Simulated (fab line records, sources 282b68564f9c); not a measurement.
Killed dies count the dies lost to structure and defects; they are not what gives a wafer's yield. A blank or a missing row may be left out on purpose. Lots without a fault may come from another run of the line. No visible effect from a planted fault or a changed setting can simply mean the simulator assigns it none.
Which tool is to blame? || flow rit_cmos || 7 lots with 21 wafers sampled at 4 steps, on a route of 202 steps

## WHAT EACH GAUGE READ, for each wafer
RIT_NSD_TW_MEAS_10.
{"lot": "L500", "measured": "day 4 02:49", "on": "film_metro-02", "NSD_TW": "3104 3099 3115"}
{"lot": "L502", "measured": "day 4 07:44", "on": "film_metro-04", "NSD_TW": "3096 3089 3099"}
{"lot": "L503", "measured": "day 4 14:23", "on": "film_metro-03", "NSD_TW": "3100 3104 3106"}
{"lot": "L505", "measured": "day 4 20:58", "on": "film_metro-02", "NSD_TW": "3117 3114 3127"}
{"lot": "L511", "measured": "day 5 17:37", "on": "film_metro-03", "NSD_TW": "3113 3113 3128"}
{"lot": "L515", "measured": "day 6 11:23", "on": "film_metro-04", "NSD_TW": "2532 2540 2545"}
{"lot": "L522", "measured": "day 7 23:26", "on": "film_metro-02", "NSD_TW": "3106 3094 3097"}

## TOOL THAT RAN EACH LOT (tool first, then ch and the chambers of the sampled wafers, then the start)
{"lot": "L500", "RIT_NRETRO_STRIP_09": "plasma_asher-01 ch 0,1, day 3 03:38", "RIT_NLDD_STRIP_09": "plasma_asher-02 ch 0, day 3 20:51", "RIT_NSD_IMPLANT_08": "implanter-03 ch 0, day 4 02:29"}
{"lot": "L502", "RIT_NRETRO_STRIP_09": "plasma_asher-01 ch 0,1, day 3 09:20", "RIT_NLDD_STRIP_09": "plasma_asher-03 ch 0,1, day 4 01:50", "RIT_NSD_IMPLANT_08": "implanter-02 ch 0, day 4 07:25"}
{"lot": "L503", "RIT_NRETRO_STRIP_09": "plasma_asher-02 ch 0,1, day 3 17:23", "RIT_NLDD_STRIP_09": "plasma_asher-03 ch 0,1, day 4 06:48", "RIT_NSD_IMPLANT_08": "implanter-04 ch 0, day 4 14:05"}
{"lot": "L505", "RIT_NRETRO_STRIP_09": "plasma_asher-02 ch 0,1, day 3 21:08", "RIT_NLDD_STRIP_09": "plasma_asher-02 ch 0,1, day 4 14:03", "RIT_NSD_IMPLANT_08": "implanter-04 ch 0, day 4 20:40"}
{"lot": "L511", "RIT_NRETRO_STRIP_09": "plasma_asher-02 ch 0,1, day 4 22:57", "RIT_NLDD_STRIP_09": "plasma_asher-03 ch 0,1, day 5 11:53", "RIT_NSD_IMPLANT_08": "implanter-04 ch 0, day 5 17:18"}
{"lot": "L515", "RIT_NRETRO_STRIP_09": "plasma_asher-04 ch 0,1, day 5 15:40", "RIT_NLDD_STRIP_09": "plasma_asher-01 ch 0,1, day 6 05:33", "RIT_NSD_IMPLANT_08": "implanter-02 ch 0, day 6 11:03"}
{"lot": "L522", "RIT_NRETRO_STRIP_09": "plasma_asher-02 ch 0,1, day 7 05:10", "RIT_NLDD_STRIP_09": "plasma_asher-02 ch 0,1, day 7 17:55", "RIT_NSD_IMPLANT_08": "implanter-03 ch 0, day 7 23:07"}
- RIT_NRETRO_STRIP_09: strips in O2, time 180 s.
- RIT_NLDD_STRIP_09: strips in O2, time 180 s.
- RIT_NSD_IMPLANT_08

## THE ANSWER, worked out from the rows above alone
Rule: usual is defined by the lots themselves. Put in order of their means at a reading, lots are off if they are a third of the lots or fewer, leave a main group of 4 or more, and stand apart from it by a gap of 3 or more times the standard deviation of the main group's means; of several such gaps the widest counts. Not used: any main group whose means are identical at the precision the tables above print for the reading. A lot without any number at a reading at which 4 lots or more have one is off too. All remaining lots with rows at the step are treated as sound.
Off: at RIT_NSD_TW_MEAS_10 (NSD_TW), L515. The main group: mean 3107, standard deviation 9.2.
If a tool, at a process step before that reading, ran all the lots that are off and no sound lot after the first of them, it fits. The gauges at RIT_NSD_TW_MEAS_10 are tried like those tools. Can't be told from this: 4 tools fit, plasma_asher-04 at RIT_NRETRO_STRIP_09, plasma_asher-01 at RIT_NLDD_STRIP_09, implanter-02 at RIT_NSD_IMPLANT_08, film_metro-04 at RIT_NSD_TW_MEAS_10.

## WHAT HAD BEEN PUT IN BY THE SIMULATOR
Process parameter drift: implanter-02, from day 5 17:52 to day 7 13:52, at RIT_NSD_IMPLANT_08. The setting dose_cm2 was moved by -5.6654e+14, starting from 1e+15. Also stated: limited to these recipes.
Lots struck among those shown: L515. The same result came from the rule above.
